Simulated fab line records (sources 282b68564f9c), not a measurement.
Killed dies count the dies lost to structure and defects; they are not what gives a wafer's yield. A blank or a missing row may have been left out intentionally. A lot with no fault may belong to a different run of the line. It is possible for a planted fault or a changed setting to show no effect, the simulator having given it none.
Split-lot experiment + flow ritCmos + 23 wafers read across 5 lots, on a route 202 steps long

THE SPLIT ITSELF
At RIT_NSD_IMPLANT_08, the setting energyKev was moved away from the recipe's 25 on 4 of the 23 wafers read, by -5.7% to -5.6%. For the rest of the wafers, this setting stayed at what the recipe calls for.

FROM THE SPLIT TO THE READING: what the file shows between them, 5 steps
- RIT_PSD_IMPLANT_08 (also split here: energyKev)
- RIT_PSD_STRIP_09: strips in O2, time 180 s
- RIT_SDANNEAL_CLEAN_02: cleans in SC2, time 600 s
- RIT_SDANNEAL_RTA_03: time 4.9 s
- RIT_SDANNEAL_RS_MEAS_04: measures by four-point-probe

THE READING
NSD_RS in ohm/sq, measured at RIT_SDANNEAL_RS_MEAS_05 by four-point-probe. Fault-free wafers of this fab line usually give 84.51 ohm/sq, standard deviation 0.29 ohm/sq.

| wafer  | tool, chamber at the split | energyKev as run | against the recipe | NSD_RS, ohm/sq | against lot-mates on the recipe |
|--------|----------------------------|------------------|--------------------|----------------|---------------------------------|
| L075.2 | implanter-04, 0            | 25               | recipe             | 84.23          | -                               |
| L075.3 | implanter-04, 0            | 25               | recipe             | 84.34          | -                               |
| L075.4 | implanter-04, 0            | 23.57            | -5.7%              | 84.87          | +0.57                           |
| L075.5 | implanter-04, 0            | 23.57            | -5.7%              | 84.89          | +0.59                           |
| L075.6 | implanter-04, 0            | 25               | recipe             | 84.33          | -                               |
| L080.1 | implanter-01, 0            | 25               | recipe             | 84.75          | -                               |
| L080.5 | implanter-01, 0            | 25               | recipe             | 84.67          | -                               |
| L080.6 | implanter-01, 0            | 25               | recipe             | 84.76          | -                               |
| L081.1 | implanter-02, 0            | 23.61            | -5.6%              | 85.18          | +0.63                           |
| L081.2 | implanter-02, 0            | 25               | recipe             | 84.60          | -                               |
| L081.3 | implanter-02, 0            | 25               | recipe             | 84.62          | -                               |
| L081.4 | implanter-02, 0            | 23.61            | -5.6%              | 85.21          | +0.66                           |
| L081.5 | implanter-02, 0            | 25               | recipe             | 84.44          | -                               |
| L082.1 | implanter-01, 0            | 25               | recipe             | 84.16          | -                               |
| L082.2 | implanter-01, 0            | 25               | recipe             | 84.33          | -                               |
| L082.3 | implanter-01, 0            | 25               | recipe             | 84.49          | -                               |
| L082.5 | implanter-01, 0            | 25               | recipe             | 84.41          | -                               |
| L082.6 | implanter-01, 0            | 25               | recipe             | 84.42          | -                               |
| L085.1 | implanter-04, 0            | 25               | recipe             | 84.25          | -                               |
| L085.2 | implanter-04, 0            | 25               | recipe             | 84.20          | -                               |
| L085.3 | implanter-04, 0            | 25               | recipe             | 84.24          | -                               |
| L085.4 | implanter-04, 0            | 25               | recipe             | 84.41          | -                               |
| L085.6 | implanter-04, 0            | 25               | recipe             | 84.16          | -                               |

THE FIT
A straight line over all 23 wafers: NSD_RS changes by -0.111 ohm/sq for each +1% of energyKev; r = -0.79; the points scatter about the line by 0.19 ohm/sq.
The same after taking each lot's own level away (the mean of its wafers on the recipe; 23 wafers): -0.108 ohm/sq for each +1%; r = -0.95; scatter 0.081 ohm/sq.
On that fit, the largest move of energyKev shifts the reading by 0.62 ohm/sq.
From 84.252 to 84.727 ohm/sq: that is the span of the lots' own levels, equal to 1.6 times the standard deviation above.
So the lot-to-lot level blurs the effect unless lot-mates are compared.
Check: +0.636 ohm/sq against its lot-mates is what the line predicts for one of the wafers moved furthest among these (-5.7%) when that wafer is left out of the fit. It came out at +0.57 ohm/sq against them.

OTHER SPLITS APPLIED TO THESE WAFERS
Other splits were also applied to these wafers ahead of the reading. Each is held against what the fit with the lots' levels taken away leaves over:
| other split on the same wafers  | wafers away from the commonest value | r with NSD_RS (lot level and that fit taken away) |
|---------------------------------|--------------------------------------|---------------------------------------------------|
| RIT_ACTIVE_OXIDATION_01 oxTimeS | 10                                   | -0.08                                             |
| RIT_NWELL_IMPLANT_08 doseCm2    | 7                                    | +0.22                                             |
| RIT_PWELL_HARDBAKE_07 tempC     | 9                                    | +0.18                                             |
| RIT_NRETRO_COAT_01 resistThkNm  | 8                                    | +0.03                                             |
| RIT_GATE_CVD_08 sih4FlowSccm    | 5                                    | -0.11                                             |
| RIT_PLDD_COAT_01 resistThkNm    | 4                                    | -0.45                                             |
| RIT_PSD_IMPLANT_08 energyKev    | 9                                    | -0.13                                             |

THE FILE'S OWN FIT
NSD_RS changes by -0.108 ohm/sq for each +1% of energyKev, r = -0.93.
